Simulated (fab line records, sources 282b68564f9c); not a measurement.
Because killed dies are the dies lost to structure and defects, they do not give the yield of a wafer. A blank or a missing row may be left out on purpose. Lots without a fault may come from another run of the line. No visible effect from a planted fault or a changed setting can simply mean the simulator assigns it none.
2 desks, one fault    flow rit-cmos    every desk sees just its own numbers, and what lay behind them comes last

## METROLOGY DESK
Means of the sampled wafers that have a number, per lot and without regard to the tool the lot ran on: this is what the gauges read. If a lot's mean is further than 4 standard deviations from the usual mean, the lot is out of limits and carries the mark OUT (the distance appears in the brackets).
Columns: A = FOX1_OXIDE_THK at RIT_FOX1_THK_MEAS_01, usual 349 nm
lot   first seen here  A
L999  day 1 18:10      347
L100  day 1 23:35      351
L101  day 2 03:39      347
L102  day 2 07:50      338
L103  day 2 12:58      360
L104  day 2 18:05      340
L106  day 3 06:55      352
L107  day 3 11:38      430 (+10) OUT
L111  day 4 05:26      346
L112  day 4 10:05      426 (+9.8) OUT
L117  day 5 12:14      346
L119  day 5 23:46      344
L120  day 6 04:21      349
L121  day 6 11:02      351
This desk's finding: out of limits on L107, L112; first on L107, day 3 11:38 (FOX1_OXIDE_THK at RIT_FOX1_THK_MEAS_01). L999, L100, L101, L102, L103, L104, L106, L111, L117, L119, L120, L121: within limits.

## THE TOOL OWNER'S DESK: furnace-02
The tool's own readings at RIT_FOX1_OXIDATION_00 (target thk 350.7 nm, ox time 1130 s): means of the sampled wafers that have a number, for each lot that ran on this tool. If a lot's mean is further than 4 standard deviations from the usual mean, the lot is out of limits and carries the mark OUT (the distance appears in the brackets).
Columns: A = spike-tc-load-C at RIT_FOX1_OXIDATION_00, usual 1126.8 C; B = zone-power-load-pct at RIT_FOX1_OXIDATION_00, usual 46 %
lot   first seen here  A       B
L999  day 1 16:50      1124.3  53
L101  day 2 02:20      1124.1  53
L102  day 2 06:31      1125.3  52
L104  day 2 16:46      1125.8  53
L106  day 3 05:35      1125.3  53
L107  day 3 10:19      1125.0  53
L112  day 4 08:46      1125.5  53
Result from this desk: across the 7 lots, nothing is out of limits.

## ALL TOGETHER
On L107, L112, the metrology desk was in a position to raise an alarm at day 3 11:38.
The tool owner's desk saw nothing out of limits.
The tool owner's desk has L107, L112 on record, within its limits.
RIT_FOX1_OXIDATION_00 was run on furnace-02 by each of the lots named.

## WHAT THE SIMULATOR HAD INSERTED
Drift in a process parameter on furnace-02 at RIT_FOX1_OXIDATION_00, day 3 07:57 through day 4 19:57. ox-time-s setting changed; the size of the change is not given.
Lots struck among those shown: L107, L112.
Time in hours between the start of the fault and the first out-of-limits reading at each desk: metrology desk, 4.
